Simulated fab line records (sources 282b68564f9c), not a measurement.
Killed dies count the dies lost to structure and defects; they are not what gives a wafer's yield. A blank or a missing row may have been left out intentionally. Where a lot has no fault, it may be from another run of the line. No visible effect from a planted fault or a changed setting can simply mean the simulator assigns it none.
fab line records	flow rit-cmos
record: lots: 7	wafers: 21	last-day: 7
route steps=202 shown ACTIVE@1 FOX1@20 FOX2@23 NWELL@28 GATE@95 M1@202
lots that met no fault: from a run of the same line without faults
start-h: hours from the record's opening day to when the first of the lot's shown wafers began	wait-h: hours from the lot's prior step to this one	" same as the row above	L1.1+2: a single row standing in for several wafers	- value missing, or start not given	* or withheld: withheld	< > ~ a bound
route shown NAME@n: a module of which the file shows steps, and the number in the route of the first	usual: average and standard deviation across the fault-free wafers	same: alike in all rows	chamber/n: place in a boat	sites: per-site readings	_std_site: their standard deviation	_edge_site: inner sites' mean taken away from outer sites' mean	radius-mm: for every site, how far away it sits from the centre of the wafer	mask NAME#n: copy n	behind: the tool/chamber that last shaped the wafer	hold: why the lot went on hold/how many hours it stayed there/how the hold came to an end	device: transistor that didn't switch, given as n, p or np	end of line: tests run on the same wafers once the route is complete	where a step has no rows: the recipe by itself	killed: not the wafer's yield, but the dies lost to structure and defects at the first sort	map: a wafer's dies, x killed, . not, _ none there
set.NAME: setting as actually run; set.NAME@STEP: the setting as run at that earlier step	model.NAME: the simulator's own value behind a step, which no gauge read
lots seen at some steps along the route; tables by step, rows by wafer
services: a tool's chamber out of use, with start hour (start-h, from the record's first day; less than 0 if before it), hours out, and reason
== steps ==
step: RIT_ACTIVE_BOW_MEAS_00
recipe: mode: bow
usual: INCOMING_BOW: 0/6
lot.wafer	tool	chamber	start-h	wait-h	INCOMING_BOW[um]
L922.2	film-metro-03	-	25.02	-	1
L922.3	"	-	"	"	-13
L922.4	"	-	"	"	-3
L926.3	film-metro-03	-	45.04	-	13
L926.5	"	-	"	"	-13
L926.6	"	-	"	"	9
L934.1	film-metro-04	-	85.00	-	4
L934.2	"	-	"	"	1
L934.6	"	-	"	"	-2
L936.1	film-metro-04	-	95.00	-	-4
L936.2	"	-	"	"	13
L936.5	"	-	"	"	6
L937.1	film-metro-04	-	100.00	-	5
L937.2	"	-	"	"	4
L937.3	"	-	"	"	10
L938.1	film-metro-04	-	105.00	-	4
L938.2	"	-	"	"	-2
L938.4	"	-	"	"	14
L942.1	film-metro-04	-	125.00	-	11
L942.2	"	-	"	"	-8
L942.5	"	-	"	"	-2
step: RIT_ACTIVE_OXIDATION_01
recipe: temp-c: 1003	ambient: O2	target-thk-a: 468	ox-time-s: 3360
usual: ox-time-s: 3360/0
lot.wafer	tool	chamber	start-h	wait-h	ox-time-s	model.SiO2_of_ACTIVE_OXIDATION_01.thk-nm
L922.2	furnace-02	0	25.12	0.1	3360	49.36
L922.3	"	0	"	"	3360	49.93
L922.4	"	0	"	"	3360	49.04
L926.3	furnace-04	0	45.12	0.1	3360	46.99
L926.5	"	0	"	"	3360	46.48
L926.6	"	0	"	"	3360	46.97
L934.1	furnace-02	0	85.12	0.1	2184	37.79
L934.2	"	0	"	"	2184	38.56
L934.6	"	0	"	"	2184	37.56
L936.1	furnace-02	0	95.27	0.3	2184	37.13
L936.2	"	0	"	"	2184	37.74
L936.5	"	0	"	"	2184	37.74
L937.1	furnace-02	0	100.12	0.1	2184	35.72
L937.2	"	0	"	"	2184	37.06
L937.3	"	0	"	"	2184	36.21
L938.1	furnace-04	0	105.12	0.1	3360	47.5
L938.2	"	0	"	"	3360	47.09
L938.4	"	0	"	"	3360	47.72
L942.1	furnace-04	0	125.12	0.1	3360	49.44
L942.2	"	0	"	"	3360	49.93
L942.5	"	0	"	"	3360	49.47
step: RIT_ACTIVE_THK_MEAS_02
recipe: reads: SiO2_of_ACTIVE_OXIDATION_01
usual: ACTIVE_OXIDE_THK: 48.1/0.81
lot.wafer	tool	chamber	start-h	wait-h	ACTIVE_OXIDE_THK[nm]
L922.2	film-metro-02	-	27.06	0.0	49.4
L922.3	"	-	"	"	49.9
L922.4	"	-	"	"	49.0
L926.3	film-metro-02	-	47.07	0.0	47.0
L926.5	"	-	"	"	46.5
L926.6	"	-	"	"	46.9
L934.1	film-metro-04	-	87.05	0.0	37.8
L934.2	"	-	"	"	38.5
L934.6	"	-	"	"	37.6
L936.1	film-metro-03	-	97.20	0.0	37.1
L936.2	"	-	"	"	37.8
L936.5	"	-	"	"	37.7
L937.1	film-metro-04	-	102.05	0.0	35.7
L937.2	"	-	"	"	37.1
L937.3	"	-	"	"	36.3
L938.1	film-metro-03	-	107.05	0.0	47.6
L938.2	"	-	"	"	47.1
L938.4	"	-	"	"	47.7
L942.1	film-metro-02	-	127.05	0.0	49.5
L942.2	"	-	"	"	49.9
L942.5	"	-	"	"	49.5
step: RIT_ACTIVE_CVD_03
recipe: material: Si3N4	target-thk-nm: 150	temp-c: 810	precursor: SiH2Cl2/NH3	time-s: 1500	pressure-mtorr: 300	sih2cl2-flow-sccm: 60	nh3-flow-sccm: 150
step: RIT_ACTIVE_THK_MEAS_04
recipe: reads: Si3N4_of_ACTIVE_CVD_03
usual: ACTIVE_NITRIDE_THK: 149.7/1.3
lot.wafer	tool	chamber	start-h	wait-h	ACTIVE_NITRIDE_THK[nm]
L922.2	film-metro-04	-	28.54	0.0	149.2
L922.3	"	-	"	"	148.5
L922.4	"	-	"	"	149.4
L926.3	film-metro-02	-	48.55	0.0	151.9
L926.5	"	-	"	"	151.1
L926.6	"	-	"	"	150.2
L934.1	film-metro-03	-	88.53	0.0	151.1
L934.2	"	-	"	"	152.7
L934.6	"	-	"	"	150.3
L936.1	film-metro-04	-	99.39	0.0	151.1
L936.2	"	-	"	"	150.6
L936.5	"	-	"	"	151.5
L937.1	film-metro-04	-	103.53	0.0	150.4
L937.2	"	-	"	"	149.7
L937.3	"	-	"	"	149.9
L938.1	film-metro-02	-	108.53	0.0	149.8
L938.2	"	-	"	"	150.6
L938.4	"	-	"	"	150.9
L942.1	film-metro-02	-	128.53	0.0	148.4
L942.2	"	-	"	"	148.8
L942.5	"	-	"	"	148.8
step: RIT_ACTIVE_HMDS_05
recipe: prime-time-s: 60	prime-temp-c: 140
step: RIT_ACTIVE_COAT_06
recipe: resist: NOVOLAK	spin-rpm: 3250	resist-thk-nm: 1000
step: RIT_ACTIVE_SOFTBAKE_07
recipe: resist: NOVOLAK	temp-c: 90	time-s: 60
step: RIT_ACTIVE_EXPOSE_08
recipe: mask-id: M1	na: 0.6	source-shape: conventional	sigma-outer: 0.6	target-cd-nm: 1400	dose-mj: 225
step: RIT_ACTIVE_PEB_09
recipe: resist: NOVOLAK	temp-c: withheld	time-s: withheld
step: RIT_ACTIVE_DEVELOP_10
recipe: resist: NOVOLAK	develop-time-s: 50	dev-temp-c: 22.53
step: RIT_ACTIVE_CD_MEAS_11
recipe: target-cd-nm: 1400
usual: cd-nm: 1399.2/2.3
lot.wafer	tool	chamber	start-h	wait-h	cd-nm
L922.2	cd-sem-02	-	29.58	-	1400.6
L922.3	"	-	"	"	1400.1
L922.4	"	-	"	"	1401.8
L926.3	cd-sem-01	-	49.60	-	1396.6
L926.5	"	-	"	"	1397.7
L926.6	"	-	"	"	1397.7
L934.1	cd-sem-01	-	89.44	-	1403.4
L934.2	"	-	"	"	1401.8
L934.6	"	-	"	"	1403.4
L936.1	cd-sem-01	-	100.42	-	1401.4
L936.2	"	-	"	"	1402.1
L936.5	"	-	"	"	1400.7
L937.1	cd-sem-02	-	104.56	-	1393.4
L937.2	"	-	"	"	1396.0
L937.3	"	-	"	"	1396.5
L938.1	cd-sem-01	-	109.44	-	1397.1
L938.2	"	-	"	"	1397.0
L938.4	"	-	"	"	1395.7
L942.1	cd-sem-01	-	129.56	-	1398.5
L942.2	"	-	"	"	1400.2
L942.5	"	-	"	"	1398.6
step: RIT_ACTIVE_HARDBAKE_12
recipe: resist: NOVOLAK	temp-c: 140	time-s: 60
step: RIT_ACTIVE_ETCH_13
recipe: stop-on: SiO2	chemistry: SF6	target: Si3N4	time-s: 210	over-etch-frac: 0.4	SF6_flow_sccm: 200	pressure-mtorr: 260	rf-w: 125	target-depth-a: 2100
usual: drypump-motor-current-A: 5.8/0.52	oes-product-au: 0.815/0.014	throttle-valve-pct: 7.41/0.099
lot.wafer	tool	chamber	start-h	wait-h	drypump-motor-current-A	oes-product-au	rf-hours-counter-h	throttle-valve-pct
L922.2	rie-diel-04	0	29.83	0.1	6.4	0.801	95	7.47
L922.3	"	1	"	"	6.4	0.806	18	7.31
L922.4	"	2	"	"	5.8	0.831	107	7.32
L926.3	rie-diel-01	1	49.83	0.1	6.1	0.838	170	7.54
L926.5	"	2	"	"	6.6	0.818	-	7.37
L926.6	"	1	"	"	6.1	0.833	-	7.54
L934.1	rie-diel-02	3	89.71	0.1	5.2	0.817	3	7.55
L934.2	"	2	"	"	5.2	0.818	5	7.30
L934.6	"	2	"	"	5.2	0.815	-	7.29
L936.1	rie-diel-01	3	100.69	0.1	4.7	0.801	35	7.42
L936.2	"	0	"	"	5.8	0.836	130	7.41
L936.5	"	3	"	"	4.7	0.800	-	7.44
L937.1	rie-diel-02	0	104.83	0.1	5.9	0.827	118	7.41
L937.2	"	1	"	"	6.0	0.799	69	7.33
L937.3	"	2	"	"	5.2	0.812	6	7.31
L938.1	rie-diel-04	0	109.71	0.1	6.3	0.803	97	7.46
L938.2	"	3	"	"	5.8	0.807	85	7.65
L938.4	"	1	"	"	6.4	0.808	20	7.32
L942.1	rie-diel-04	0	129.83	0.1	6.4	0.808	97	7.47
L942.2	"	2	"	"	5.8	0.829	109	7.32
L942.5	"	2	"	"	5.8	0.836	-	7.33
step: RIT_ACTIVE_STRIP_14
recipe: chemistry: O2	time-s: 180	resist: NOVOLAK	platen-temp-c: withheld	power-w: 500	pressure-mtorr: 4000	o2-flow-sccm: 4000
usual: drypump-motor-current-A: 6.0/0.37
lot.wafer	tool	chamber	start-h	wait-h	drypump-motor-current-A	rf-hours-counter-h
L922.2	plasma-asher-04	1	29.97	0.1	6.4	36
L922.3	"	1	"	"	6.4	-
L922.4	"	0	"	"	5.8	-
L926.3	plasma-asher-04	0	50.03	0.1	5.8	-
L926.5	"	1	"	"	6.3	-
L926.6	"	0	"	"	5.8	-
L934.1	plasma-asher-04	0	89.84	0.1	5.9	42
L934.2	"	1	"	"	6.3	42
L934.6	"	1	"	"	6.4	-
L936.1	plasma-asher-04	0	100.83	0.1	5.9	43
L936.2	"	1	"	"	6.4	43
L936.5	"	1	"	"	6.4	-
L937.1	plasma-asher-01	1	104.97	0.1	5.2	47
L937.2	"	0	"	"	6.4	47
L937.3	"	0	"	"	6.4	-
L938.1	plasma-asher-04	1	109.84	0.1	6.3	44
L938.2	"	0	"	"	5.9	44
L938.4	"	0	"	"	5.9	-
L942.1	plasma-asher-04	0	129.97	0.1	5.8	47
L942.2	"	1	"	"	6.4	47
L942.5	"	1	"	"	6.4	-
step: RIT_ACTIVE_CD_MEAS_90
recipe: target-cd-nm: 1400
usual: cd-nm: 1399.2/2.3
lot.wafer	tool	chamber	start-h	wait-h	cd-nm
L922.2	cd-sem-01	-	30.16	0.1	1401.0
L922.3	"	-	"	"	1399.9
L922.4	"	-	"	"	1401.1
L926.3	cd-sem-02	-	50.18	0.1	1396.5
L926.5	"	-	"	"	1397.9
L926.6	"	-	"	"	1398.0
L934.1	cd-sem-01	-	90.02	0.1	1402.7
L934.2	"	-	"	"	1402.2
L934.6	"	-	"	"	1403.0
L936.1	cd-sem-01	-	101.00	0.1	1401.1
L936.2	"	-	"	"	1401.5
L936.5	"	-	"	"	1400.2
L937.1	cd-sem-02	-	105.14	0.1	1394.3
L937.2	"	-	"	"	1396.3
L937.3	"	-	"	"	1396.6
L938.1	cd-sem-01	-	110.02	0.1	1397.2
L938.2	"	-	"	"	1397.8
L938.4	"	-	"	"	1395.0
L942.1	cd-sem-01	-	130.14	0.1	1398.5
L942.2	"	-	"	"	1400.4
L942.5	"	-	"	"	1398.1
step: RIT_ACTIVE_CLEAN_15
recipe: chemistry: SC1	mix: 3:3:50	time-s: 600	temp-c: 75
step: RIT_ACTIVE_CLEAN_16
recipe: chemistry: dHF	dilution: 50:1	time-s: 30
step: RIT_ACTIVE_CLEAN_17
recipe: chemistry: SC2	mix: 3:3:50	time-s: 600	temp-c: 75	dry: n2-spin
step: RIT_FOX1_OXIDATION_00
recipe: temp-c: 1100	ambient: H2O	target-thk-a: 3507	p-h2o-torr: 720	ox-time-s: 1130
step: RIT_FOX1_THK_MEAS_01
recipe: reads: SiO2_of_FOX1_OXIDATION_00
usual: FOX1_OXIDE_THK: 351/6.2
lot.wafer	tool	chamber	start-h	wait-h	FOX1_OXIDE_THK[nm]
L922.2	film-metro-04	-	31.96	0.0	339
L922.3	"	-	"	"	352
L922.4	"	-	"	"	344
L926.3	film-metro-01	-	51.98	0.0	363
L926.5	"	-	"	"	355
L926.6	"	-	"	"	357
L934.1	film-metro-04	-	92.48	0.0	349
L934.2	"	-	"	"	350
L934.6	"	-	"	"	348
L936.1	film-metro-02	-	103.37	0.0	355
L936.2	"	-	"	"	354
L936.5	"	-	"	"	354
L937.1	film-metro-01	-	107.79	0.0	351
L937.2	"	-	"	"	354
L937.3	"	-	"	"	351
L938.1	film-metro-04	-	111.82	0.0	353
L938.2	"	-	"	"	347
L938.4	"	-	"	"	345
L942.1	film-metro-04	-	132.58	0.0	351
L942.2	"	-	"	"	351
L942.5	"	-	"	"	343
step: RIT_FOX1_WET_ETCH_02
recipe: chemistry: BOE	target-depth-nm: 350	time-s: 390	temp-c: 21.5	dry: n2-spin	dilution: 10:1	target: SiO2
step: RIT_FOX2_OXIDATION_00
recipe: temp-c: 1100	ambient: H2O	target-thk-a: 3507	p-h2o-torr: 720	ox-time-s: 1130
step: RIT_FOX2_THK_MEAS_01
recipe: reads: SiO2_of_FOX2_OXIDATION_00
usual: FOX2_OXIDE_THK: 350/6.2
lot.wafer	tool	chamber	start-h	wait-h	FOX2_OXIDE_THK[nm]
L922.2	film-metro-01	-	33.46	0.0	353
L922.3	"	-	"	"	355
L922.4	"	-	"	"	356
L926.3	film-metro-01	-	53.47	0.0	349
L926.5	"	-	"	"	347
L926.6	"	-	"	"	347
L934.1	film-metro-01	-	93.97	0.0	350
L934.2	"	-	"	"	352
L934.6	"	-	"	"	350
L936.1	film-metro-02	-	104.87	0.0	347
L936.2	"	-	"	"	349
L936.5	"	-	"	"	345
L937.1	film-metro-02	-	109.29	0.0	345
L937.2	"	-	"	"	343
L937.3	"	-	"	"	343
L938.1	film-metro-01	-	113.32	0.0	356
L938.2	"	-	"	"	354
L938.4	"	-	"	"	353
L942.1	film-metro-02	-	134.97	0.0	355
L942.2	"	-	"	"	353
L942.5	"	-	"	"	353
step: RIT_FOX2_CLEAN_02
recipe: chemistry: dHF	dilution: 50:1	time-s: 174
step: RIT_FOX2_WET_ETCH_03
recipe: chemistry: H3PO4	target: Si3N4	target-depth-nm: 195	temp-c: 165	time-s: 2700
usual: temp-c: 165.01/0.15
lot.wafer	tool	chamber	start-h	wait-h	temp-c	model.SiO2_of_ACTIVE_OXIDATION_01.thk-nm
L922.2	wet-bench-02	2	33.56	0.0	164.78	43.89
L922.3	"	2	"	"	164.84	41.58
L922.4	"	2	"	"	165.11	40.75
L926.3	wet-bench-02	1	53.58	0.0	165.09	41.54
L926.5	"	1	"	"	164.89	40.24
L926.6	"	1	"	"	164.99	41.51
L934.1	wet-bench-02	1	94.09	0.0	164.98	32.88
L934.2	"	1	"	"	164.93	34.13
L934.6	"	1	"	"	164.75	33.21
L936.1	wet-bench-04	2	104.99	0.0	165.15	32.1
L936.2	"	2	"	"	165.20	32.27
L936.5	"	2	"	"	164.84	32.66
L937.1	wet-bench-04	3	109.41	0.0	165.04	31.84
L937.2	"	3	"	"	165.19	30.77
L937.3	"	3	"	"	165.24	32.08
L938.1	wet-bench-04	0	113.44	0.0	164.90	42.26
L938.2	"	0	"	"	164.82	41.9
L938.4	"	0	"	"	165.07	39.62
L942.1	wet-bench-02	0	135.09	0.0	164.87	43.81
L942.2	"	0	"	"	164.93	41.32
L942.5	"	0	"	"	165.06	40.93
step: RIT_FOX2_THK_MEAS_90
recipe: reads: SiO2_of_FOX2_OXIDATION_00
usual: FIELD_OXIDE_LEFT_1_THK: 323/6.2
lot.wafer	tool	chamber	start-h	wait-h	FIELD_OXIDE_LEFT_1_THK[nm]
L922.2	film-metro-02	-	34.48	0.0	326
L922.3	"	-	"	"	329
L922.4	"	-	"	"	329
L926.3	film-metro-03	-	54.35	0.0	322
L926.5	"	-	"	"	320
L926.6	"	-	"	"	320
L934.1	film-metro-01	-	94.84	0.0	323
L934.2	"	-	"	"	325
L934.6	"	-	"	"	323
L936.1	film-metro-02	-	105.89	0.0	320
L936.2	"	-	"	"	322
L936.5	"	-	"	"	319
L937.1	film-metro-02	-	110.17	0.0	318
L937.2	"	-	"	"	316
L937.3	"	-	"	"	316
L938.1	film-metro-01	-	114.20	0.0	330
L938.2	"	-	"	"	327
L938.4	"	-	"	"	326
L942.1	film-metro-03	-	135.85	0.0	328
L942.2	"	-	"	"	326
L942.5	"	-	"	"	326
step: RIT_NWELL_HMDS_00
recipe: prime-time-s: 60	prime-temp-c: 140
step: RIT_NWELL_COAT_01
recipe: resist: NOVOLAK	spin-rpm: 2000	resist-thk-nm: 1300
step: RIT_NWELL_SOFTBAKE_02
recipe: resist: NOVOLAK	temp-c: 90	time-s: 60
step: RIT_NWELL_EXPOSE_03
recipe: mask-id: M2	na: 0.57	target-cd-nm: 43900	dose-mj: 250
step: RIT_GATE_ETCH_19
recipe: chemistry: SF6/CHF3/O2	time-s: 165	SF6_flow_sccm: 30	CHF3_flow_sccm: 30	O2_flow_sccm: 5	target: poly-Si	pressure-mtorr: 40	rf-w: 160	target-depth-a: 3125	over-etch-frac: 0.25	stop-on: SiO2
usual: O2_flow_sccm: 4.998/0.016	drypump-motor-current-A: 5.6/0.53	he-backside-leak-sccm: 2.8/0.39	oes-product-au: 0.818/0.015	throttle-valve-pct: 10.20/0.11
lot.wafer	tool	chamber	start-h	wait-h	O2_flow_sccm	drypump-motor-current-A	he-backside-leak-sccm	oes-product-au	rf-hours-counter-h	throttle-valve-pct	model.GATE.cd-nm
L922.2	rie-si-01	3	52.13	0.1	5.001	5.6	2.9	0.811	0	10.25	148.4
L922.3	"	0	"	"	5.009	4.7	2.6	0.811	3	10.09	147.4
L922.4	"	1	"	"	4.970	5.8	2.4	0.808	29	10.18	145.7
L926.3	rie-si-01	0	70.75	0.1	4.984	4.7	2.6	0.817	3	10.10	150.4
L926.5	"	3	"	"	5.015	5.6	3.0	0.796	-	10.27	151.3
L926.6	"	2	"	"	4.980	5.8	2.9	0.847	-	10.16	155.4
L934.1	rie-si-01	0	111.55	0.1	5.008	4.7	2.5	0.812	4	10.08	171.2
L934.2	"	2	"	"	5.025	5.8	2.9	0.832	4	10.16	171.5
L934.6	"	1	"	"	5.003	5.8	2.5	0.803	-	10.18	171.3
L936.1	rie-si-01	1	123.66	0.1	5.006	5.8	2.6	0.816	30	10.18	149.9
L936.2	"	0	"	"	4.999	4.7	2.5	0.830	4	10.08	150.9
L936.5	"	2	"	"	4.999	5.8	2.9	0.844	-	10.15	152.1
L937.1	rie-si-02	0	127.72	0.1	5.008	5.6	2.5	0.805	123	10.08	147.3
L937.2	"	1	"	"	5.004	4.9	2.4	0.819	26	10.14	147.8
L937.3	"	3	"	"	5.013	5.7	3.5	0.817	138	10.25	148.6
L938.1	rie-si-01	0	131.44	0.1	4.994	4.7	2.6	0.820	4	10.09	148.7
L938.2	"	2	"	"	5.017	5.8	2.8	0.838	4	10.15	147.7
L938.4	"	3	"	"	4.976	5.5	3.0	0.814	1	10.26	147.2
L942.1	rie-si-01	1	156.42	0.1	4.997	5.8	2.5	0.816	30	10.18	149
L942.2	"	2	"	"	4.969	5.8	3.0	0.838	4	10.16	147.5
L942.5	"	0	"	"	5.009	4.7	2.5	0.836	-	10.10	147.4
step: RIT_M1_PROBE_99
usual: killed-at-contacts: 0.1/0.29	killed-at-front-end: 7/3	killed-dies: 7/3	killed-open: 3.5/2	killed-short: 3.4/2
same: gross-dies: 264	killed_at_M0_to_M3: 0	killed_at_M4_up: 0	killed-at-back-side: 0	killed-at-other: 0
lot.wafer	tool	chamber	start-h	wait-h	killed-at-contacts	killed-at-front-end	killed-dies	killed-open	killed-short	model.etest.pmos-turned.r-on-ohm-um	model.etest.pmos_0p15.r-on-ohm-um	model.etest.nldd.width-nm	model.etest.pldd.width-nm	model.etest.pplus-sal.width-nm	model.etest.nplus-sal.width-nm	model.etest.nmos-narrow.drive-ua-um	model.etest.nmos_0p15.r-on-ohm-um
L922.2	prober-02	-	72.09	0.1	0	9	9	7	2	3251	2685	3172	3167	3444	3458	238.4	1093
L922.3	prober-02	-	72.14	0.2	0	9	9	3	6	3249	2656	3136	3135	3424	3422	234.3	1083
L922.4	prober-02	-	72.19	0.2	0	8	8	4	4	3230	2613	3139	3156	3438	3433	241.8	1075
L926.3	prober-02	-	91.49	0.2	0	11	11	4	7	3213	2646	3140	3168	3408	3403	232.4	1057
L926.5	prober-02	-	91.59	0.2	0	9	9	5	4	3286	2723	3166	3173	3428	3439	228.9	1075
L926.6	prober-02	-	91.64	0.2	0	10	10	6	4	3410	2818	3177	3177	3419	3447	228.3	1148
L934.1	prober-02	-	131.46	0.1	0	5	5	4	1	3921	3292	3254	3272	3510	3525	243.7	1296
L934.2	prober-02	-	131.51	0.1	0	5	5	4	1	3874	3272	3251	3270	3511	3511	243.3	1279
L934.6	prober-02	-	131.71	0.2	0	4	4	1	3	3920	3313	3267	3256	3520	3533	241.1	1303
L936.1	prober-02	-	143.18	0.1	1	8	9	5	4	3408	2760	3294	3268	3494	3493	243.1	1088
L936.2	prober-02	-	143.23	0.1	0	6	6	1	5	3418	2754	3274	3271	3494	3506	251.2	1130
L936.5	prober-02	-	143.38	0.2	0	4	4	0	4	3396	2763	3276	3260	3467	3468	243.8	1070
L937.1	prober-01	-	148.45	0.1	0	8	8	5	3	3680	2914	3279	3282	3511	3495	253.7	1139
L937.2	prober-01	-	148.50	0.1	1	6	7	5	2	3584	2898	3261	3275	3505	3498	244.5	1110
L937.3	prober-01	-	148.55	0.2	0	10	10	8	2	3745	2977	3275	3270	3530	3508	246.6	1146
L938.1	prober-02	-	151.47	0.1	0	8	8	4	4	3350	2717	3157	3166	3434	3449	220.4	1115
L938.2	prober-02	-	151.52	0.1	0	11	11	6	5	3239	2654	3169	3153	3428	3438	217.4	1085
L938.4	prober-02	-	151.62	0.2	0	7	7	3	4	3365	2738	3169	3161	3450	3458	220.3	1124
L942.1	prober-01	-	177.06	0.1	0	8	8	6	2	3490	2843	3152	3147	3437	3417	207.3	1140
L942.2	prober-01	-	177.11	0.1	0	5	5	3	2	3341	2723	3144	3152	3432	3425	215.2	1104
L942.5	prober-01	-	177.26	0.2	0	6	6	5	1	3417	2794	3157	3154	3429	3433	219.1	1145
killed by level:class
L922.2 REOX:geometric-particle:open=3 SPACER:geometric-particle:open=2 FOX2:geometric-particle:open=1 GATE:geometric-particle:short=1 GATE:geometric-particle:open=1 SPACER:geometric-particle:short=1
L922.3 FOX1:geometric-particle:short=3 SILICIDE:geometric-particle:short=2 GATE:geometric-particle:open=1 REOX:geometric-particle:open=1 REOX:geometric-particle:short=1 SPACER:geometric-particle:open=1
L922.4 FOX1:geometric-particle:short=1 GATE:geometric-particle:open=1 GATE:geometric-particle:short=1 REOX:geometric-particle:open=1 SPACER:geometric-particle:short=1 SPACER:geometric-particle:open=1 SILICIDE:geometric-particle:short=1 SILICIDE:geometric-particle:open=1
L926.3 SPACER:geometric-particle:short=4 GATE:geometric-particle:short=3 FOX1:geometric-particle:open=1 REOX:geometric-particle:open=1 SPACER:geometric-particle:open=1 SILICIDE:geometric-particle:open=1
L926.5 GATE:geometric-particle:open=4 GATE:geometric-particle:short=3 FOX2:geometric-particle:short=1 SILICIDE:geometric-particle:open=1
L926.6 GATE:geometric-particle:open=4 GATE:geometric-particle:short=3 FOX1:geometric-particle:open=1 REOX:geometric-particle:short=1 SILICIDE:geometric-particle:open=1
L934.1 GATE:geometric-particle:open=3 GATE:geometric-particle:short=1 SPACER:geometric-particle:open=1
L934.2 SPACER:geometric-particle:open=2 REOX:geometric-particle:open=1 GATE:geometric-particle:short=1 SILICIDE:geometric-particle:open=1
L934.6 FOX1:geometric-particle:short=1 FOX1:geometric-particle:open=1 GATE:geometric-particle:short=1 REOX:geometric-particle:short=1
L936.1 SPACER:geometric-particle:open=2 SILICIDE:geometric-particle:short=2 FOX1:geometric-particle:open=1 FOX1:geometric-particle:short=1 GATE:geometric-particle:short=1 GATE:geometric-particle:open=1 CONTACT:geometric-particle:open=1
L936.2 FOX1:geometric-particle:short=2 GATE:geometric-particle:short=1 REOX:geometric-particle:open=1 REOX:geometric-particle:short=1 SPACER:geometric-particle:short=1
L936.5 GATE:geometric-particle:short=2 REOX:geometric-particle:short=1 SILICIDE:geometric-particle:short=1
L937.1 FOX1:geometric-particle:open=4 FOX1:geometric-particle:short=2 FOX2:geometric-particle:short=1 GATE:geometric-particle:open=1
L937.2 GATE:geometric-particle:short=2 GATE:geometric-particle:open=2 REOX:geometric-particle:open=1 SILICIDE:geometric-particle:open=1 CONTACT:geometric-particle:open=1
L937.3 FOX1:geometric-particle:open=3 SPACER:geometric-particle:open=3 GATE:geometric-particle:open=1 GATE:geometric-particle:short=1 REOX:geometric-particle:short=1 REOX:geometric-particle:open=1
L938.1 FOX1:geometric-particle:open=2 GATE:geometric-particle:short=2 FOX1:geometric-particle:short=1 REOX:geometric-particle:short=1 SPACER:geometric-particle:open=1 SILICIDE:geometric-particle:open=1
L938.2 GATE:geometric-particle:short=3 FOX1:geometric-particle:open=2 GATE:geometric-particle:open=2 FOX1:geometric-particle:short=1 SPACER:geometric-particle:short=1 SPACER:geometric-particle:open=1 SILICIDE:geometric-particle:open=1
L938.4 GATE:geometric-particle:open=2 SPACER:geometric-particle:short=2 GATE:geometric-particle:short=1 REOX:geometric-particle:short=1 SPACER:geometric-particle:open=1
L942.1 FOX2:geometric-particle:open=3 FOX2:geometric-particle:short=2 FOX1:geometric-particle:open=1 SPACER:geometric-particle:open=1 SILICIDE:geometric-particle:open=1
L942.2 FOX1:geometric-particle:open=2 FOX2:geometric-particle:open=1 GATE:geometric-particle:short=1 SILICIDE:geometric-particle:short=1
L942.5 GATE:geometric-particle:open=3 FOX2:geometric-particle:open=2 FOX1:geometric-particle:short=1
== services ==
tool	chamber	start-h	hours	kind
rie-diel-01	3	4.00	14.9	repair
rie-diel-02	-	37.46	14.6	pm
rie-diel-01	-	42.55	0.4	repair
rie-diel-02	2	52.72	4.6	repair
rie-diel-01	1	55.66	-	clean
rie-diel-01	1	55.66	24.1	scheduled-down
rie-diel-01	1	55.66	24.1	vent-cycle
rie-diel-01	3	63.31	4.3	repair
rie-diel-04	3	64.87	3.3	repair
rie-diel-02	2	75.81	2.2	repair
rie-diel-01	-	89.55	1.4	repair
rie-si-02	0	91.42	6.4	repair
rie-diel-04	-	95.78	2.8	pm
rie-diel-01	1	97.98	8.9	repair
rie-diel-02	-	108.23	2.8	pm
plasma-asher-01	-	108.75	9.0	pm
plasma-asher-01	0	108.75	9.0	vent-cycle
furnace-02	-	114.45	3.5	pm
furnace-02	-	115.64	4.0	repair
rie-si-01	3	117.47	3.6	repair
rie-si-02	-	120.21	0.2	repair
rie-si-02	2	120.96	7.2	repair
rie-diel-02	-	121.50	1.7	repair
rie-si-02	-	151.85	0.7	repair
== key ==
first-sign: step: RIT_ACTIVE_OXIDATION_01	reading: ox-time-s	direction: down	sigmas: 99+	usual: *	struck: *
effect: step: RIT_ACTIVE_THK_MEAS_02	reading: ACTIVE_OXIDE_THK	direction: down	sigmas: 13	usual: 48.1	struck: 37.3
model-effect: step: RIT_ACTIVE_OXIDATION_01	value: SiO2_of_ACTIVE_OXIDATION_01.thk-nm	without: 48.5	struck: 37.28
model-effect: step: RIT_FOX2_WET_ETCH_03	value: SiO2_of_ACTIVE_OXIDATION_01.thk-nm	without: 42.42	struck: 32.44
model-effect: step: RIT_GATE_ETCH_19	value: GATE.cd-nm	without: 150.7	struck: 156.7
model-effect: step: RIT_M1_PROBE_99	value: etest.pmos-turned.r-on-ohm-um	without: 3520	struck: 3661
met-at RIT_ACTIVE_OXIDATION_01
struck-wafers L934.1,L934.2,L934.6,L936.1,L936.2,L936.5,L937.1,L937.2,L937.3
tester-left-out L934,L936,L937
loop-trim: step: RIT_GATE_EXPOSE_13	setting: dose	lots: L934
onset-between 25.12 85.12
fault: kind: process-parameter-drift	tool: furnace-02	chamber: -	onset-h: 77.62	steps: RIT_ACTIVE_OXIDATION_01	channel: ox-time-s	offset: *	shape: step	end-h: 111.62	acts-in: *	stated: *
tester-left-out: of these lots the tester's yield and bins aren't shown, on N5 and GAA mostly nor the transistor test; their killed dies are dies lost to structure and defects alone, not to doping, threshold or leakage, so they don't give the yield
loop-trim: a control loop set the setting to another value than it would have without faults
